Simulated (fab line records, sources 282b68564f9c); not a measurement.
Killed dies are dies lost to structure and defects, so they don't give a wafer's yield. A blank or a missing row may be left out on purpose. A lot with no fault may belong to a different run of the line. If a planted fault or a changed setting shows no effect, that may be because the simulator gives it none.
A lot that was struck, set against a sound lot / flow rit cmos / 19 steps out of a route of 202
Sound: wafers L255.1, L255.3, L255.6. Struck: wafers L261.1, L261.2, L261.3. The cause is named last.
Per side, at each step with rows, come the tool, then ch with its chambers, and then its first start. Under that, the readings that differ: sound wafers / struck wafers / difference of the means / sigmas: that difference in standard deviations of wafers without a fault.
alike: same words and numbers on both sides, and readings whose means sit less than 2 such deviations apart. not compared: any withheld reading, any reading some wafer has no value for, any bound like >300 that may hide the same value, and any number with overlapping values for which the record gives no deviation.
The two part at a step that has a row with sigmas, a row that says differs or no value, or rows on one side only. Numbers that don't overlap but have no deviation are shown without sigmas and don't part them. A reading missing from all wafers of one side parts the sides only when that side holds two or more wafers.

first, 3 steps without rows for these wafers: RIT_GATE_CLEAN_02 (cleans in dHF, time 30 s); RIT_GATE_CLEAN_03 (cleans in SC2, time 600 s); RIT_GATE_CLEAN_04 (cleans in dHF, time 60 s).
RIT_FOX2_THK_MEAS_91:
  sound: film metro-01 at day 4 13:51; struck: film metro-04 at day 5 15:41
  alike: FIELD_OXIDE_LEFT_2_THK
then, 2 steps without rows for these wafers: RIT_GATE_OXIDATION_05 (target thk 3 nm, ox time 270 s); RIT_GATE_ANNEAL_06 (time 600 s).
RIT_GATE_THK_MEAS_07:
  sound: film metro-01 at day 4 18:57; struck: film metro-02 at day 5 19:28
  alike: GATE_OXIDE_THK
then, 1 step without rows for these wafers: RIT_GATE_CVD_08 (deposits poly-Si from SiH4, target thk 250 nm, time 2220 s).
RIT_GATE_THK_MEAS_09:
  sound: film metro-01 at day 4 20:37; struck: film metro-04 at day 5 21:09
reading=GATE_POLY_THK (nm); sound=245.7 244.6 243.6; struck=237.8 238.6 237.5; difference=-6.7; sigmas=-3
then, 3 steps without rows for these wafers: RIT_GATE_HMDS_10 (prime time 60 s); RIT_GATE_COAT_11 (resist thk 850 nm); RIT_GATE_SOFTBAKE_12 (time 60 s).
RIT_GATE_EXPOSE_13: exposes mask M6, target cd 150 nm.
  sound on iline stepper-01 ch 0, day 4 21:15; struck on iline stepper-01 ch 0, day 5 21:55
reading=model.GATE.overlay x nm (nm); sound=1.239 1.239 1.239; struck=129.8 129.8 129.8; difference=+128.6; sigmas=
  alike: mask
then, 2 steps without rows for these wafers: RIT_GATE_PEB_14; RIT_GATE_DEVELOP_15 (develop time 50 s).
RIT_GATE_CD_MEAS_16: target cd 150 nm.
  sound: cd sem-02 at day 4 21:42; struck: cd sem-01 at day 5 22:19
  alike: cd nm
RIT_GATE_OVL_MEAS_17:
  sound: overlay-01 at day 4 21:49; struck: overlay-02 at day 5 22:26
reading=GATE_OVL (nm); sound=0.0 -0.4 -1.3; struck=128.6 128.5 129.3; difference=+129.4; sigmas=+99 or more
then, 1 step without rows for these wafers: RIT_GATE_HARDBAKE_18 (time 60 s).
RIT_M1_PROBE_99:
  sound: prober-02 at day 5 19:18; struck: prober-01 at day 6 21:08
reading=killed at front end; sound=11 10 13; struck=3 6 0; difference=-8; sigmas=-3
reading=killed dies; sound=11 10 13; struck=3 6 0; difference=-8; sigmas=-3
reading=killed short; sound=5 5 8; struck=1 1 0; difference=-5; sigmas=-3
reading=model.etest.nldd.width nm (nm); sound=3144 3137 3167; struck=3106 3120 3129; difference=-31; sigmas=
reading=model.etest.select edge diode p.leak log10 a (angstrom); sound=-10.34 -10.43 -10.37; struck=-8.643 -8.665 -8.266; difference=+1.855; sigmas=
reading=model.etest.select edge diode n.leak log10 a (angstrom); sound=-9.524 -9.97 -9.953; struck=-8.217 -8.393 -7.949; difference=+1.629; sigmas=
reading=model.etest.gate end array.leak log10 a um; sound=-12.95 -12.9 -13.18; struck=-12.32 -12.36 -12.41; difference=+0.65; sigmas=
  alike: killed open
  not compared: model.etest.pldd.width nm

WHERE THEY PART
At RIT_GATE_THK_MEAS_09 first; at RIT_M1_PROBE_99 last (within this record only).

WHY: what had been put in by the simulator
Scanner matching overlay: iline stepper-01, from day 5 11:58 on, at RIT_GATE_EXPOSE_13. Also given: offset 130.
